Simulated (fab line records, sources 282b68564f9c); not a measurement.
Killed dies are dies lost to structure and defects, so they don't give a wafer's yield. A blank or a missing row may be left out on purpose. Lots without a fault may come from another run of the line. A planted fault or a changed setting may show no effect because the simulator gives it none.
A struck lot beside a sound one | flow rit_cmos | 14 steps out of a route of 202
Sound: wafers L182.1, L182.2, L182.5. Struck: wafers L177.2, L177.3, L177.5. The cause comes at the end.
At each step with rows: each side's tool, then ch and its chambers, then its first start. Under that, the readings that differ: sound wafers | struck wafers | difference of the means | sigmas: that difference in standard deviations of wafers without a fault.
alike: readings whose means differ by less than 2 such deviations, and words and numbers that are the same on both sides. not compared: withheld readings, readings that some wafer has no value for, bounds like >300 that may hide the same value, and numbers for which the record gives no deviation and whose values overlap.
The two part at a step that has a row with sigmas, a row that says differs or no value, or rows on one side only. Numbers that don't overlap but have no deviation are shown without sigmas and don't part them. A reading that every wafer of one side lacks parts them only if that side has two wafers or more.

first, 3 steps without rows for these wafers: RIT_NLDD_EXPOSE_03 (exposes mask M7, target cd 40700 nm); RIT_NLDD_PEB_04; RIT_NLDD_DEVELOP_05 (develop time 50 s).
RIT_NLDD_OVL_MEAS_06:
  sound on overlay-02, day 5 11:25; struck on overlay-02, day 4 12:47
  alike: NLDD_OVL
then, 2 steps without rows for these wafers: RIT_NLDD_HARDBAKE_07 (time 60 s); RIT_NLDD_IMPLANT_08.
RIT_NLDD_STRIP_09: strips in O2, time 180 s.
  sound on plasma_asher-04 ch 0,1, day 5 11:45; struck on plasma_asher-03 ch 0,1, day 4 13:07
  alike: drypump_motor_current_A
  not compared: rf_hours_counter_h
RIT_NLDD_TW_MEAS_10:
  sound on film_metro-02, day 5 11:55; struck on film_metro-01, day 4 13:19
  alike: NLDD_TW
then, 4 steps without rows for these wafers: RIT_PLDD_HMDS_00 (prime time 60 s); RIT_PLDD_COAT_01 (resist thk 1000 nm); RIT_PLDD_SOFTBAKE_02 (time 60 s); RIT_PLDD_EXPOSE_03 (exposes mask M8, target cd 40900 nm).
RIT_PLDD_PEB_04:
  sound on litho_track-04 ch 0, day 5 12:40; struck on litho_track-02, day 4 14:05
  reading         | sound          | struck | difference                    | sigmas
  exhaust_pa (Pa) | 44.5 45.9 45.5 | - - -  | no value on the struck wafers |
  not compared: chill_plate_temp_C
then, 1 step without rows for these wafers: RIT_PLDD_DEVELOP_05 (develop time 50 s).

WHERE THEY PART
Only at RIT_PLDD_PEB_04, within this record.

WHY: what the simulator had put in
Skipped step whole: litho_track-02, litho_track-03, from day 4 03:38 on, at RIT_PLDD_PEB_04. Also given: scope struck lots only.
